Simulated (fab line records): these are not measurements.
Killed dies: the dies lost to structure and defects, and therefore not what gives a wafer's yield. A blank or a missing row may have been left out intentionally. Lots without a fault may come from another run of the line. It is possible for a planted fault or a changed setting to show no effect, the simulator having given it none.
Split-lot trial ; flow berkeley-cmos170 ; route with 331 steps; 5 lots, 23 wafers read

## THE SPLIT ITSELF
At UCB170_NLDD_EXPOSE_03 (exposes mask NSELECT, target cd 1200 nm), the setting dose-mj was moved away from the recipe's 30 on 8 of the 23 wafers read, by -5.3% to -3.2%. This setting was run at the recipe's value on the other wafers.

## FROM THE SPLIT TO THE READING: what the file shows between them, 2 steps
- UCB170_NLDD_PEB_04
- UCB170_NLDD_DEVELOP_05: develop time 45 s

## THE READING
Shown in nm: cd-nm at UCB170_NLDD_CD_MEAS_06, with target cd 1200 nm. Typical for fault-free wafers on this fab line: 1200.6 nm, with standard deviation 1.8 nm.

wafer;tool, chamber at the split;dose-mj as run;against the recipe;cd-nm, nm;against lot-mates on the recipe
L074.1;krf-scanner-02, 0;30;recipe;1199.7;-
L074.2;krf-scanner-02, 0;30;recipe;1198.4;-
L074.3;krf-scanner-02, 0;30;recipe;1199.4;-
L074.4;krf-scanner-02, 0;30;recipe;1199.3;-
L074.6;krf-scanner-02, 0;30;recipe;1198.1;-
L075.1;krf-scanner-01, 0;30;recipe;1200.7;-
L075.2;krf-scanner-01, 0;29.03;-3.2%;1193.7;-7.4
L075.3;krf-scanner-01, 0;29.03;-3.2%;1195.7;-5.4
L075.4;krf-scanner-01, 0;30;recipe;1201.0;-
L075.5;krf-scanner-01, 0;30;recipe;1201.6;-
L077.1;krf-scanner-01, 0;30;recipe;1200.2;-
L077.2;krf-scanner-01, 0;28.45;-5.2%;1190.6;-10.4
L077.4;krf-scanner-01, 0;28.45;-5.2%;1191.1;-9.9
L077.5;krf-scanner-01, 0;28.45;-5.2%;1189.8;-11.2
L077.6;krf-scanner-01, 0;30;recipe;1201.8;-
L082.1;krf-scanner-01, 0;28.42;-5.3%;1192.9;-10.4
L082.2;krf-scanner-01, 0;28.42;-5.3%;1193.5;-9.8
L082.4;krf-scanner-01, 0;28.42;-5.3%;1193.4;-9.9
L082.5;krf-scanner-01, 0;30;recipe;1202.7;-
L082.6;krf-scanner-01, 0;30;recipe;1204.0;-
L083.1;krf-scanner-02, 0;30;recipe;1203.5;-
L083.2;krf-scanner-02, 0;30;recipe;1203.2;-
L083.5;krf-scanner-02, 0;30;recipe;1203.2;-

FIT RESULTS
A straight line over all 23 wafers: cd-nm changes by +1.79 nm for each +1% of dose-mj; r = +0.92; the points scatter about the line by 1.8 nm.
The same after taking each lot's own level away (the mean of its wafers on the recipe; 23 wafers): +1.97 nm for each +1%; r = +0.99; scatter 0.62 nm.
On that fit, the largest move of dose-mj shifts the reading by 10 nm.
Across the lots, their own levels run from 1198.98 to 1203.35 nm, a range of 2.4 times the standard deviation given above.
So the lot-to-lot level changes the slope little: the two slopes agree.
Check: with one of the wafers moved furthest among these (-5.3%) left out of the fit, the line predicts -10.4 nm for it against its lot-mates. Against them it came out at -10.4 nm.

## FURTHER SPLITS ON THESE WAFERS
Before the reading, these wafers also passed through other splits. Each is held against what the fit with the lots' levels taken away leaves over:
other split on the same wafers;wafers away from the commonest value;r with cd-nm (lot level and that fit taken away)
UCB170_PVT_IMPLANT_07 dose-cm2;9;+0.30
UCB170_GATE_CVD_04 time-s;18;+0.00
UCB170_GATE_ETCH_14 bias-w;7;+0.10
UCB170_PLDD_COAT_01 resist-thk-nm;11;+0.06

## FILE'S OWN FIT
cd-nm changes by +1.97 nm for each +1% of dose-mj, r = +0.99.
